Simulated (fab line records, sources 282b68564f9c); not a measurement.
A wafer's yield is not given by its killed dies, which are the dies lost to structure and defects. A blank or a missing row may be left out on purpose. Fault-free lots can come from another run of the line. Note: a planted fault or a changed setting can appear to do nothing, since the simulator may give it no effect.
fab line records | flow ritCmos
record: lots: 6 wafers: 18 lastDay: 6
route steps=202 shown SILICIDE@167 CONTACT@168 M1@202
lots that met no fault: taken from a fault-free run of the same line
startH: the number of hours between the record's first day and the start of the first shown wafer of the lot | waitH: hours elapsed since this lot's preceding step | " unchanged from the row above | L1.1+2: a row that stands for several wafers | - value missing, or start not given | * or withheld: withheld | < > ~ a bound
route shown NAME@n: a module of which the file shows steps, and the number in the route of the first | usual: the fault-free wafers' mean and standard deviation | same: alike in all rows | chamber/n: place in a boat | sites: per-site readings | _std_site: their standard deviation | _edge_site: the outer-site mean with the inner-site mean subtracted | radiusMm: for every site, how far away it sits from the centre of the wafer | mask NAME#n: copy n | behind: tool/chamber where the wafer was last shaped | hold: why the lot went on hold/how many hours it stayed there/how the hold came to an end | device: transistor that didn't switch, given as n, p or np | end of line: the tests these same wafers got at the end of their route | for a step that has no rows: nothing shown but its recipe | killed: not the wafer's yield, but the dies lost to structure and defects at the first sort | map: a wafer's dies, x killed, . not, _ none there
set.NAME: the setting the step ran with; set.NAME@STEP: the setting that earlier step ran with | model.NAME: the simulator's own value behind a step, which no gauge read
lots seen at some steps along the route; tables by step, rows by wafer
services: from which hour (startH, from the record's first day; less than 0 if before it) a tool's chamber was out of use, for how many hours, and why
== steps ==
step: RIT_SILICIDE_RTA_06
recipe: tempC: 750 timeS: 10 idleTempC: 25 rampUpS: 5 rampDownS: 10 coolToC: 25 ambient: N2
usual: chamberO2Ppm: 2.000/0.023 wafer_temp_C_max: 753.1/0.87
columns lot.wafer tool chamber startH waitH chamberO2Ppm wafer_temp_C_max
L401.2 rtpAnneal-01 0 72.98 0.0 2.017 753.3
L401.4 " 0 " " 1.985 754.7
L401.6 " 0 " " 1.987 755.2
L403.2 rtpAnneal-01 0 82.23 0.0 1.996 754.9
L403.4 " 0 " " 1.996 754.5
L403.5 " 0 " " 1.985 754.3
L409.3 rtpAnneal-01 0 106.37 0.0 1.997 754.1
L409.4 " 0 " " 2.023 753.7
L409.6 " 0 " " 2.040 754.5
L410.1 rtpAnneal-02 0 111.91 0.0 1.965 752.5
L410.4 " 0 " " 1.969 752.7
L410.5 " 0 " " 2.030 752.6
L413.1 rtpAnneal-01 0 122.20 0.0 2.019 753.9
L413.3 " 0 " " 1.978 753.7
L413.5 " 0 " " 1.985 754.4
L417.1 rtpAnneal-01 0 142.23 0.0 1.979 754.1
L417.2 " 0 " " 2.014 753.5
L417.5 " 0 " " 1.989 754.0
step: RIT_CONTACT_CVD_00
recipe: material: SiO2 targetThkNm: 400 precursor: TEOS tempC: 390 timeS: 61 rfW: 400
usual: heaterPowerW: 346/52
columns lot.wafer tool chamber startH waitH heaterPowerW
L401.2 pecvd-02 0 73.04 0.0 314
L401.4 " 1 " " 372
L401.6 " 2 " " 365
L403.2 pecvd-02 0 82.29 0.0 302
L403.4 " 1 " " 310
L403.5 " 2 " " 362
L409.3 pecvd-04 2 106.42 0.0 358
L409.4 " 0 " " 298
L409.6 " 1 " " 262
L410.1 pecvd-01 1 111.97 0.1 304
L410.4 " 0 " " 429
L410.5 " 2 " " 417
L413.1 pecvd-01 2 122.27 0.1 358
L413.3 " 1 " " 347
L413.5 " 0 " " 457
L417.1 pecvd-02 1 142.30 0.1 350
L417.2 " 0 " " 296
L417.5 " 0 " " 301
step: RIT_CONTACT_THK_MEAS_01
recipe: reads: SiO2_of_CONTACT_CVD_00
usual: CONTACT_TEOS_THK: 400/4.3
columns lot.wafer tool chamber startH waitH CONTACT_TEOS_THK[nm]
L401.2 filmMetro-03 - 73.10 0.0 399
L401.4 " - " " 400
L401.6 " - " " 404
L403.2 filmMetro-02 - 82.35 0.0 396
L403.4 " - " " 400
L403.5 " - " " 400
L409.3 filmMetro-02 - 106.49 0.0 395
L409.4 " - " " 403
L409.6 " - " " 400
L410.1 filmMetro-03 - 112.02 0.0 399
L410.4 " - " " 404
L410.5 " - " " 406
L413.1 filmMetro-03 - 122.32 0.0 390
L413.3 " - " " 397
L413.5 " - " " 399
L417.1 filmMetro-03 - 142.35 0.0 392
L417.2 " - " " 401
L417.5 " - " " 404
step: RIT_CONTACT_HMDS_02
recipe: primeTimeS: 60 primeTempC: 140
step: RIT_CONTACT_COAT_03
recipe: resist: NOVOLAK spinRpm: 3250 resistThkNm: 1000
step: RIT_CONTACT_SOFTBAKE_04
recipe: resist: NOVOLAK tempC: 90 timeS: 60
step: RIT_CONTACT_EXPOSE_05
recipe: maskId: M11 na: 0.6 sourceShape: conventional sigmaOuter: 0.5 targetCdNm: 1000 doseMj: 250
step: RIT_CONTACT_PEB_06
recipe: resist: NOVOLAK tempC: withheld timeS: withheld
step: RIT_CONTACT_DEVELOP_07
recipe: resist: NOVOLAK developTimeS: 120 devTempC: 23
step: RIT_CONTACT_CD_MEAS_08
recipe: targetCdNm: 1000
usual: cdNm: 1000.2/2.4
columns lot.wafer tool chamber startH waitH cdNm
L401.2 cdSem-02 - 74.13 - 998.8
L401.4 " - " " 995.9
L401.6 " - " " 997.0
L403.2 cdSem-02 - 83.51 - 1001.7
L403.4 " - " " 1001.2
L403.5 " - " " 1001.4
L409.3 cdSem-01 - 107.85 - 1001.8
L409.4 " - " " 1000.1
L409.6 " - " " 1000.2
L410.1 cdSem-01 - 113.46 - 1000.3
L410.4 " - " " 999.5
L410.5 " - " " 1000.1
L413.1 cdSem-02 - 123.47 - 999.5
L413.3 " - " " 999.7
L413.5 " - " " 997.8
L417.1 cdSem-01 - 143.50 - 1000.3
L417.2 " - " " 1000.0
L417.5 " - " " 997.8
step: RIT_CONTACT_OVL_MEAS_09
usual: CONTACT_OVL: -0.9/1.5
columns lot.wafer tool chamber startH waitH CONTACT_OVL[nm]
L401.2 overlay-02 - 74.24 0.1 -2.7
L401.4 " - " " -3.8
L401.6 " - " " -3.9
L403.2 overlay-02 - 83.62 0.1 -1.1
L403.4 " - " " -0.7
L403.5 " - " " -3.1
L409.3 overlay-01 - 107.94 0.1 -2.4
L409.4 " - " " -1.2
L409.6 " - " " -3.4
L410.1 overlay-01 - 113.58 0.1 -2.6
L410.4 " - " " -1.7
L410.5 " - " " -1.0
L413.1 overlay-02 - 123.59 0.1 -0.3
L413.3 " - " " 0.0
L413.5 " - " " 1.3
L417.1 overlay-02 - 143.62 0.1 -0.3
L417.2 " - " " -2.0
L417.5 " - " " -1.2
step: RIT_CONTACT_HARDBAKE_10
recipe: resist: NOVOLAK tempC: 140 timeS: 60
step: RIT_CONTACT_ETCH_11
recipe: targetDepthA: 4800 overEtchFrac: 0.2 stopOn: TiSi2 chemistry: CHF3/CF4/Ar target: SiO2 CHF3_flow_sccm: 50 cf4FlowSccm: 10 Ar_flow_sccm: 100 O2_flow_sccm: 5 pressureMtorr: 100 rfW: 200 timeS: 320
usual: drypumpMotorCurrentA: 5.9/0.42 oesProductAu: 1.001/0.014 throttleValvePct: 8.88/0.09
columns lot.wafer tool chamber startH waitH drypumpMotorCurrentA oesProductAu rfHoursCounterH throttleValvePct model.NOVOLAK_of_CONTACT_COAT_03.thkNm
L401.2 rieDiel-04 3 74.64 0.1 5.9 0.988 143 8.86 765.7
L401.4 " 0 " " 5.7 1.016 - 8.78 771.4
L401.6 " 2 " " 5.4 0.982 - 8.84 767.7
L403.2 rieDiel-03 2 83.88 0.1 5.8 1.007 49 9.02 772.7
L403.4 " 3 " " 4.8 0.994 0 8.88 772.4
L403.5 " 0 " " 5.7 1.012 - 9.00 770.9
L409.3 rieDiel-04 0 108.12 0.1 5.7 1.010 4 8.77 767.5
L409.4 " 3 " " 5.9 0.997 144 8.85 767.8
L409.6 " 1 " " 6.7 1.002 - 8.84 724.1
L410.1 rieDiel-04 2 113.76 0.1 5.4 0.978 146 8.84 776.2
L410.4 " 1 " " 6.6 1.000 41 8.84 726.5
L410.5 " 0 " " 5.7 1.015 - 8.77 774.2
L413.1 rieDiel-01 3 123.77 0.1 6.4 0.979 128 8.87 770.7
L413.3 " 0 " " 5.7 1.000 16 8.90 773.4
L413.5 " 3 " " 6.4 0.988 - 8.84 770.7
L417.1 rieDiel-01 3 143.81 0.1 6.4 0.983 128 8.86 769.6
L417.2 " 1 " " 5.6 1.015 0 8.82 769.3
L417.5 " 0 " " 5.7 1.007 - 8.88 767.6
step: RIT_CONTACT_STRIP_12
recipe: chemistry: O2 timeS: 180 resist: NOVOLAK platenTempC: withheld powerW: 500 pressureMtorr: 4000 o2FlowSccm: 4000
usual: drypumpMotorCurrentA: 6.0/0.39
columns lot.wafer tool chamber startH waitH drypumpMotorCurrentA rfHoursCounterH
L401.2 plasmaAsher-01 0 74.83 0.1 5.6 41
L401.4 " 0 " " 5.6 -
L401.6 " 1 " " 5.7 -
L403.2 plasmaAsher-04 1 84.07 0.1 6.6 43
L403.4 " 1 " " 6.6 -
L403.5 " 1 " " 6.6 -
L409.3 plasmaAsher-04 1 108.37 0.2 6.6 -
L409.4 " 0 " " 5.7 -
L409.6 " 1 " " 6.7 -
L410.1 plasmaAsher-02 1 113.96 0.1 5.6 35
L410.4 " 0 " " 6.3 -
L410.5 " 0 " " 6.3 -
L413.1 plasmaAsher-01 1 123.97 0.1 5.7 1
L413.3 " 0 " " 5.6 -
L413.5 " 1 " " 5.7 -
L417.1 plasmaAsher-01 0 144.00 0.1 5.6 2
L417.2 " 1 " " 5.7 2
L417.5 " 1 " " 5.7 -
step: RIT_M1_PROBE_99
usual: killedAtContacts: 0.1/0.38 killedAtFrontEnd: 7/3.2 killedDies: 7/3.2 killedOpen: 3.6/2.1 killedShort: 3.5/2
same: grossDies: 264 killed_at_M0_to_M3: 0 killed_at_M4_up: 0 killedAtBackSide: 0 killedAtOther: 0
columns lot.wafer tool chamber startH waitH killedAtContacts killedAtFrontEnd killedDies killedOpen killedShort model.etest.nmos_0p15.junctionLog10AUm model.etest.nmosNarrow.offLog10AUm model.etest.nmos_0p3.offLog10AUm model.etest.gateEndArray.leakLog10AUm model.etest.contactDiodeArray.leakLog10A model.etest.pmos_0p15.junctionLog10AUm model.etest.antennaContact.gateLog10ACm2 model.etest.pmos_0p3.offLog10AUm
L401.2 prober-02 - 80.40 0.1 1 2 3 1 2 -13.64 -13.27 -12.98 -12.71 -9.602 -13.77 -5.886 -12.79
L401.4 prober-02 - 80.50 0.2 0 9 9 5 4 -13.56 -13.38 -13.05 -12.9 -9.587 -13.79 -6.215 -12.74
L401.6 prober-02 - 80.60 0.2 1 5 6 3 3 -13.45 -13.27 -13.01 -12.84 -9.509 -13.85 -5.985 -12.79
L403.2 prober-01 - 89.28 0.1 1 4 5 3 2 -13.46 -13.34 -13.13 -12.96 -9.274 -13.76 -6.241 -13.11
L403.4 prober-01 - 89.38 0.2 0 6 6 5 1 -13.63 -13.27 -13.19 -12.9 -9.691 -13.79 -6.744 -13.05
L403.5 prober-01 - 89.43 0.2 0 14 14 8 6 -13.59 -13.26 -13.12 -12.97 -9.282 -13.74 -6.662 -12.99
L409.3 prober-01 - 113.19 0.2 0 5 5 4 1 -13.59 -13.09 -12.97 -12.82 -9.466 -13.74 -6.015 -12.8
L409.4 prober-01 - 113.24 0.2 0 11 11 6 5 -13.53 -13.02 -13.05 -12.93 -9.562 -13.91 -6.415 -12.77
L409.6 prober-01 - 113.34 0.2 0 5 5 3 2 -11.48 -11.47 -11.46 -11.22 -8.204 -12.46 -5.18 -12.27
L410.1 prober-02 - 118.63 0.1 0 13 13 8 5 -13.54 -13.32 -13.09 -13 -9.587 -13.81 -6.664 -12.92
L410.4 prober-02 - 118.78 0.2 0 5 5 2 3 -11.37 -11.37 -11.37 -11.16 -8.146 -12.36 -5.682 -12.27
L410.5 prober-02 - 118.83 0.2 0 7 7 4 3 -13.66 -13.36 -13.09 -12.84 -9.346 -13.7 -6.623 -13.07
L413.1 prober-01 - 128.78 0.1 0 10 10 8 2 -13.67 -13.15 -12.94 -12.66 -9.313 -13.83 -6.161 -12.76
L413.3 prober-01 - 128.88 0.2 0 7 7 2 5 -13.54 -13.13 -12.84 -12.67 -9.643 -13.77 -6.23 -12.83
L413.5 prober-01 - 128.98 0.2 0 18 18 10 8 -13.59 -13.12 -13.04 -12.86 -9.387 -13.66 -6.395 -12.88
L417.1 prober-01 - 149.27 0.1 0 12 12 4 8 -13.49 -13.24 -13.11 -12.91 -9.502 -13.62 -6.223 -12.83
L417.2 prober-01 - 149.32 0.1 0 9 9 4 5 -13.51 -13.2 -13.15 -13.04 -9.545 -13.77 -6.121 -12.95
L417.5 prober-01 - 149.47 0.2 0 3 3 3 0 -13.42 -13.36 -13.11 -12.94 -9.246 -13.7 -6.357 -12.79
killed by level:class
L401.2 FOX2:geometricParticle:open=1 GATE:geometricParticle:short=1 CONTACT:geometricParticle:short=1
L401.4 REOX:geometricParticle:open=2 SPACER:geometricParticle:short=2 FOX1:geometricParticle:open=1 FOX2:geometricParticle:short=1 GATE:geometricParticle:open=1 GATE:geometricParticle:short=1 SILICIDE:geometricParticle:open=1
L401.6 SPACER:geometricParticle:open=2 SPACER:geometricParticle:short=1 SILICIDE:geometricParticle:open=1 SILICIDE:geometricParticle:short=1 CONTACT:geometricParticle:short=1
L403.2 SPACER:geometricParticle:open=2 GATE:geometricParticle:short=1 SPACER:geometricParticle:short=1 CONTACT:geometricParticle:open=1
L403.4 GATE:geometricParticle:open=2 SILICIDE:geometricParticle:open=2 GATE:geometricParticle:short=1 REOX:geometricParticle:open=1
L403.5 FOX1:geometricParticle:short=2 GATE:geometricParticle:open=2 GATE:geometricParticle:short=2 REOX:geometricParticle:open=2 SPACER:geometricParticle:open=2 FOX1:geometricParticle:open=1 REOX:geometricParticle:short=1 SILICIDE:geometricParticle:open=1
L409.3 GATE:geometricParticle:open=3 GATE:geometricParticle:short=1 REOX:geometricParticle:open=1
L409.4 GATE:geometricParticle:open=4 GATE:geometricParticle:short=4 FOX1:geometricParticle:open=2 FOX2:geometricParticle:short=1
L409.6 FOX1:geometricParticle:open=1 FOX2:geometricParticle:open=1 GATE:geometricParticle:short=1 GATE:geometricParticle:open=1 REOX:geometricParticle:short=1
L410.1 REOX:geometricParticle:open=3 GATE:geometricParticle:open=2 SILICIDE:geometricParticle:short=2 FOX1:geometricParticle:open=1 FOX1:geometricParticle:short=1 FOX2:geometricParticle:open=1 FOX2:geometricParticle:short=1 GATE:geometricParticle:short=1
L410.4 FOX1:geometricParticle:short=1 FOX2:geometricParticle:short=1 GATE:geometricParticle:open=1 SPACER:geometricParticle:short=1 SILICIDE:geometricParticle:open=1
L410.5 REOX:geometricParticle:short=2 FOX1:geometricParticle:open=1 GATE:geometricParticle:open=1 GATE:geometricParticle:short=1 REOX:geometricParticle:open=1 SPACER:geometricParticle:open=1
L413.1 GATE:geometricParticle:open=4 FOX1:geometricParticle:open=1 REOX:geometricParticle:open=1 SPACER:geometricParticle:open=1 SPACER:geometricParticle:short=1 SILICIDE:geometricParticle:short=1 SILICIDE:geometricParticle:open=1
L413.3 GATE:geometricParticle:short=3 REOX:geometricParticle:open=2 SPACER:geometricParticle:short=1 SILICIDE:geometricParticle:short=1
L413.5 REOX:geometricParticle:open=5 GATE:geometricParticle:open=4 REOX:geometricParticle:short=4 FOX1:geometricParticle:short=3 FOX1:geometricParticle:open=1 GATE:geometricParticle:short=1
L417.1 GATE:geometricParticle:short=4 FOX1:geometricParticle:short=2 GATE:geometricParticle:open=2 FOX2:geometricParticle:open=1 REOX:geometricParticle:short=1 SPACER:geometricParticle:short=1 SILICIDE:geometricParticle:open=1
L417.2 FOX1:geometricParticle:short=2 GATE:geometricParticle:short=2 GATE:geometricParticle:open=2 REOX:geometricParticle:open=1 SPACER:geometricParticle:open=1 SILICIDE:geometricParticle:short=1
L417.5 GATE:geometricParticle:open=1 REOX:geometricParticle:open=1 SPACER:geometricParticle:open=1
== services ==
columns tool chamber startH hours kind
pecvd-01 - 50.15 1.2 repair
rieDiel-04 0 54.08 5.1 repair
plasmaAsher-04 - 57.13 14.6 pm
rieDiel-04 1 74.42 8.0 repair
plasmaAsher-01 - 80.55 13.0 repair
rieDiel-03 - 85.52 0.1 repair
pecvd-04 - 89.48 2.9 repair
rieDiel-03 - 93.43 0.5 repair
plasmaAsher-01 - 108.75 9.0 pm
plasmaAsher-01 0 108.75 9.0 ventCycle
plasmaAsher-01 1 108.75 9.0 ventCycle
plasmaAsher-01 0 117.75 - clean
plasmaAsher-01 1 117.75 - clean
rieDiel-04 - 118.41 14.6 pm
rieDiel-01 1 122.58 - clean
rieDiel-01 1 122.58 19.2 scheduledDown
rieDiel-01 1 122.58 19.2 ventCycle
rtpAnneal-02 - 127.17 4.4 pm
pecvd-01 1 135.06 - calibration
== key ==
firstSign none at tools or gauges
modelEffect: step: RIT_CONTACT_ETCH_11 value: NOVOLAK_of_CONTACT_COAT_03.thkNm without: 769.7 struck: 725.3
modelEffect: step: RIT_M1_PROBE_99 value: etest.nmos_0p15.junctionLog10AUm without: -13.55 struck: -11.42
metAt RIT_CONTACT_ETCH_11
struckWafers L409.6,L410.4
testerLeftOut L409,L410
fault: kind: processParameterDrift tool: rieDiel-04 chamber: 1 onsetH: 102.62 steps: RIT_CONTACT_ETCH_11 channel: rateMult offset: 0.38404 shape: step endH: 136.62
testerLeftOut: of these lots the tester's yield and bins aren't shown, on N5 and GAA mostly nor the transistor test; their killed dies are dies lost to structure and defects alone, not to doping, threshold or leakage, so they don't give the yield
